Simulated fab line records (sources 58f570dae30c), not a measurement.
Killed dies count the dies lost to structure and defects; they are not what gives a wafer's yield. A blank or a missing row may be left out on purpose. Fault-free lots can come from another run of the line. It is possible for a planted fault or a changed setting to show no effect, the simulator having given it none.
Which of the tools did it? | flow berkeley_cmos170 | Sampling: 14 lots, 42 wafers, 5 of 331 route steps

## WHAT THE GAUGES SHOWED, per wafer
UCB170_V1_BOW_MEAS_03.
lot  | measured     | on            | V1_BOW (um)
L806 | day 8 17:06  | film_metro-03 | 9 21 5
L807 | day 8 23:02  | film_metro-04 | 19 30 13
L808 | day 9 00:30  | film_metro-02 | 15 26 24
L812 | day 9 07:46  | film_metro-04 | 15 22 21
L809 | day 9 09:05  | film_metro-04 | 27 19 10
L811 | day 9 10:25  | film_metro-04 | 20 17 19
L810 | day 9 10:28  | film_metro-02 | 13 21 11
L814 | day 10 15:50 | film_metro-03 | 21 28 19
L813 | day 10 17:11 | film_metro-03 | 14 15 7
L821 | day 11 17:14 | film_metro-04 | 15 23 18
L822 | day 11 19:19 | film_metro-04 | 15 13 13
L824 | day 12 08:49 | film_metro-02 | 21 15 13
L823 | day 12 10:26 | film_metro-04 | 21 17 21
L828 | day 13 00:13 | film_metro-02 | 6 15 12

UCB170_V1_CD_MEAS_90: the cd target is 700 nm.
lot  | measured     | on        | cd_nm (nm)
L806 | day 8 18:58  | cd_sem-02 | 700.8 701.1 702.3
L807 | day 9 03:22  | cd_sem-01 | 698.4 699.7 700.7
L808 | day 9 03:43  | cd_sem-01 | 700.4 699.2 699.0
L812 | day 9 13:44  | cd_sem-02 | 700.3 699.9 698.9
L809 | day 9 14:06  | cd_sem-01 | 699.7 703.3 698.9
L811 | day 9 13:57  | cd_sem-02 | 701.4 699.0 699.8
L810 | day 9 14:23  | cd_sem-02 | 701.5 699.6 700.7
L814 | day 10 17:35 | cd_sem-02 | 700.3 699.4 699.3
L813 | day 10 19:06 | cd_sem-02 | 701.0 702.3 700.7
L821 | day 11 19:20 | cd_sem-01 | 700.6 697.3 700.5
L822 | day 11 22:30 | cd_sem-01 | 699.4 699.4 698.1
L824 | day 12 10:38 | cd_sem-02 | 700.3 698.5 700.1
L823 | day 12 13:13 | cd_sem-02 | 700.2 698.6 700.0
L828 | day 13 03:15 | cd_sem-01 | 700.8 701.0 699.0

UCB170_V2_THK_MEAS_04.
lot  | measured     | on            | V2_POLISHED_THK (nm)
L806 | day 8 23:16  | film_metro-01 | 998.6 999.7 1000.7
L807 | day 9 06:45  | film_metro-01 | 1000.4 999.3 998.3
L808 | day 9 07:07  | film_metro-04 | 1002.0 1000.4 1001.2
L812 | day 9 17:31  | film_metro-04 | 1000.1 1000.6 1001.8
L809 | day 9 17:50  | film_metro-04 | 1000.2 1000.6 1001.5
L811 | day 9 17:43  | film_metro-01 | 1001.5 999.8 998.9
L810 | day 9 18:05  | film_metro-03 | 998.1 998.1 997.1
L814 | day 10 21:14 | film_metro-04 | 998.5 997.5 998.5
L813 | day 10 22:53 | film_metro-04 | 998.2 1001.5 998.7
L821 | day 12 00:31 | film_metro-03 | 1000.0 1001.8 1002.0
L822 | day 12 02:23 | film_metro-04 | 998.6 998.1 1364.0
L824 | day 12 14:30 | film_metro-04 | 1001.4 999.4 1000.8
L823 | day 12 17:18 | film_metro-04 | 1345.0 997.5 1348.2
L828 | day 13 07:59 | film_metro-01 | 1001.4 1001.3 998.5

## WHAT TOOL EACH LOT RAN ON (gives the tool, then ch and the chambers of the sampled wafers, and finally the start)
lot  | UCB170_V1_STRIP_15                   | UCB170_V2_CMP_02
L806 | plasma_asher-01 ch 0,1, day 8 18:50  | cmp-01 ch 0,1,3, day 8 22:55
L807 | plasma_asher-03 ch 0,1, day 9 03:14  | cmp-02 ch 0,1,2, day 9 06:19
L808 | plasma_asher-01 ch 0,1, day 9 03:35  | cmp-01 ch 0,2, day 9 06:44
L812 | plasma_asher-01 ch 0,1, day 9 13:38  | cmp-01 ch 1,2,3, day 9 17:08
L809 | plasma_asher-01 ch 0,1, day 9 14:00  | cmp-01 ch 1,2,3, day 9 17:31
L811 | plasma_asher-04 ch 0,1, day 9 13:51  | cmp-02 ch 0,1,2, day 9 17:17
L810 | plasma_asher-01 ch 0,1, day 9 14:16  | cmp-02 ch 1,2,3, day 9 17:45
L814 | plasma_asher-01 ch 0,1, day 10 17:28 | cmp-02 ch 1,2, day 10 20:48
L813 | plasma_asher-03 ch 0,1, day 10 18:59 | cmp-01 ch 0,1,3, day 10 22:33
L821 | plasma_asher-03 ch 0,1, day 11 19:14 | cmp-01 ch 1,3, day 12 00:09
L822 | plasma_asher-04 ch 0,1, day 11 22:23 | cmp-02 ch 0,1,2, day 12 02:02
L824 | plasma_asher-01 ch 0,1, day 12 10:32 | cmp-01 ch 2,3, day 12 14:08
L823 | plasma_asher-01 ch 0,1, day 12 13:07 | cmp-02 ch 1,2, day 12 16:56
L828 | plasma_asher-03 ch 0,1, day 13 03:09 | cmp-01 ch 0,1,3, day 13 07:34
- UCB170_V1_STRIP_15: strips in O2.
- UCB170_V2_CMP_02: polishes SiO2.

## AS READ BY THE TOOLS THEMSELVES (means over the sampled wafers that have a number; for cases with no such wafer, the mark the record gives instead)
UCB170_V1_STRIP_15.
lot  | tool            | drypump_motor_current_A (A) | oes_product_au (a.u.) | strip_time_to_endpoint_s (s)
L806 | plasma_asher-01 | 5.9                         | 0.722                 | 15.34
L807 | plasma_asher-03 | 5.8                         | 0.724                 | 15.32
L808 | plasma_asher-01 | 5.9                         | 0.721                 | 15.35
L812 | plasma_asher-01 | 5.9                         | 0.721                 | 15.46
L809 | plasma_asher-01 | 5.7                         | 0.723                 | 15.36
L811 | plasma_asher-04 | 6.1                         | 0.723                 | 15.37
L810 | plasma_asher-01 | 5.9                         | 0.720                 | 15.39
L814 | plasma_asher-01 | 5.9                         | 0.723                 | 15.38
L813 | plasma_asher-03 | 5.8                         | 0.724                 | 15.34
L821 | plasma_asher-03 | 5.8                         | 0.725                 | 15.54
L822 | plasma_asher-04 | 5.9                         | 0.716                 | 15.47
L824 | plasma_asher-01 | 5.9                         | 0.721                 | 15.26
L823 | plasma_asher-01 | 5.7                         | 0.724                 | 15.51
L828 | plasma_asher-03 | 5.8                         | 0.721                 | 15.40

UCB170_V2_CMP_02.
lot  | tool   | motor_current_A (A) | slurry_flow_ml_min
L806 | cmp-01 | 17.0                | 150.0
L807 | cmp-02 | 15.6                | 149.7
L808 | cmp-01 | 16.6                | 150.0
L812 | cmp-01 | 18.6                | 149.9
L809 | cmp-01 | 18.6                | 150.4
L811 | cmp-02 | 15.4                | 150.1
L810 | cmp-02 | 16.1                | 149.7
L814 | cmp-02 | 16.1                | 149.9
L813 | cmp-01 | 17.1                | 149.9
L821 | cmp-01 | 17.2                | 150.3
L822 | cmp-02 | 15.2                | 150.0
L824 | cmp-01 | 18.5                | 150.1
L823 | cmp-02 | 16.0                | 149.7
L828 | cmp-01 | 16.9                | 150.2

## THE ANSWER, worked out from the rows above alone
Rule: usual is defined by the lots themselves. The widest of any qualifying gaps counts: lots, ordered by their means at a reading, are off when they make up no more than a third of the lots, leave a main group of 4 or more, and stand apart from it by 3 or more times the standard deviation of that group's means. If all means in a main group match to the digits the tables above print for the reading, that group is not used. Also off: a lot with no number at a reading for which 4 or more lots have one. Where the step has rows for the other lots, those lots are counted as sound. Order of review: gauges by route order, followed by the tools' own readings, for which a lot's mean as printed above is used. At the first step where some lot is off, the reading lying furthest off is the one used; lots without a number count as furthest.
Off: L822, L823, at UCB170_V2_THK_MEAS_04 (V2_POLISHED_THK). Main group: mean 1000.0 nm, sd 1.1.
If a tool, at a process step before that reading, ran all the lots that are off and no sound lot after the first of them, it fits. Gauges at UCB170_V2_THK_MEAS_04: tried the same way as those tools. One fits: UCB170_V2_CMP_02 on cmp-02. Its last sound lot is L814 (day 10 20:48), its first lot that is off L822 (day 12 02:02): a fault that began between those two fits.

## WHAT THE SIMULATOR HAD INSERTED
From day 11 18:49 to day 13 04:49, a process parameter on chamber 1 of cmp-02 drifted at UCB170_V2_CMP_02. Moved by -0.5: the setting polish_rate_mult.
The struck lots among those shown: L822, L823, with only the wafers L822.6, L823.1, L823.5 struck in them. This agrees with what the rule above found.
